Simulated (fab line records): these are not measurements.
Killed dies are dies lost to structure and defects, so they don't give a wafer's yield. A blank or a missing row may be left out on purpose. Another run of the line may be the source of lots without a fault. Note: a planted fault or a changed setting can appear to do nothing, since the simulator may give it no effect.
A single fault, viewed from 2 desks :: flow berkeley-cmos170 :: each desk holds nothing but its own numbers, with what lay behind them at the end

AT THE METROLOGY DESK
Means of the sampled wafers that have a number, per lot and without regard to the tool the lot ran on: this is what the gauges read. A lot is out of limits, marked OUT, if its mean lies more than 4 standard deviations from the usual mean; the brackets give that distance.
Columns: A = V1_OVL at UCB170_V1_OVL_MEAS_13, usual -2 nm; B = cd-nm at UCB170_V1_CD_MEAS_90, usual 699.7 nm; C = M2_OVL at UCB170_M2_OVL_MEAS_16, usual -3 nm
lot: L222
first seen here: day 7 15:26
A: -2
B: 698.3
C: 0

lot: L224
first seen here: day 8 00:14
A: -11
B: 699.6
C: -2

lot: L225
first seen here: day 8 21:02
A: -3
B: 698.4
C: 1

lot: L229
first seen here: day 9 08:58
A: -1
B: 697.8
C: -2

lot: L228
first seen here: day 9 09:10
A: 1
B: 695.9
C: -4

lot: L231
first seen here: day 9 09:24
A: -7
B: 698.0
C: -5

lot: L226
first seen here: day 9 09:38
A: 8
B: 700.8
C: -2

lot: L230
first seen here: day 9 23:35
A: -2
B: 702.6
C: -6

lot: L233
first seen here: day 10 06:00
A: -11
B: 700.7
C: 3

lot: L234
first seen here: day 11 05:37
A: 0
B: 699.4
C: -7

lot: L236
first seen here: day 11 05:52
A: -1
B: 701.6
C: -0

lot: L237
first seen here: day 11 14:44
A: 3
B: 696.6
C: -13

lot: L242
first seen here: day 12 04:47
A: 4
B: 699.3
C: 3

lot: L243
first seen here: day 12 07:47
A: -1
B: 698.1
C: -2
Finding of this desk: none of the 14 lots has anything out of limits.

AT THE TOOL OWNER'S DESK: rie-metal-03
The tool's own readings at UCB170_M2_METAL_ETCH_18 (etches Al in Cl2/BCl3, stops on SiO2, target depth 1170 nm, time 195 s): means of the sampled wafers that have a number, for each lot that ran on this tool. A lot is out of limits, marked OUT, if its mean lies more than 4 standard deviations from the usual mean; the brackets give that distance.
Columns: A = chamber-pressure-mTorr at UCB170_M2_METAL_ETCH_18, usual 11.999 mTorr; B = drypump-motor-current-A at UCB170_M2_METAL_ETCH_18, usual 5.8 A; C = he-backside-leak-sccm at UCB170_M2_METAL_ETCH_18, usual 3.4 sccm; D = oes-product-au at UCB170_M2_METAL_ETCH_18, usual 0.855 a.u.; E = throttle-valve-pct at UCB170_M2_METAL_ETCH_18, usual 24.6 %
lot: L229
first seen here: day 9 11:50
A: 12.003
B: 5.5
C: 3.5
D: 0.858
E: 24.7

lot: L226
first seen here: day 9 13:07
A: 11.997
B: 5.5
C: 3.3
D: 0.854
E: 24.6

lot: L234
first seen here: day 11 08:19
A: 11.985
B: 5.5
C: 3.4
D: 0.867
E: 24.6

lot: L242
first seen here: day 12 09:09
A: 11.997
B: 5.5
C: 3.5
D: 0.825
E: 24.7

lot: L243
first seen here: day 12 11:47
A: 11.998
B: 5.5
C: 3.5
D: 0.830
E: 24.7
Finding of this desk: none of the 5 lots has anything out of limits.

PUT TOGETHER
Nothing out of limits was seen by the metrology desk.
The desk of the tool owner found nothing out of limits.

WHAT WAS PUT IN BY THE SIMULATOR
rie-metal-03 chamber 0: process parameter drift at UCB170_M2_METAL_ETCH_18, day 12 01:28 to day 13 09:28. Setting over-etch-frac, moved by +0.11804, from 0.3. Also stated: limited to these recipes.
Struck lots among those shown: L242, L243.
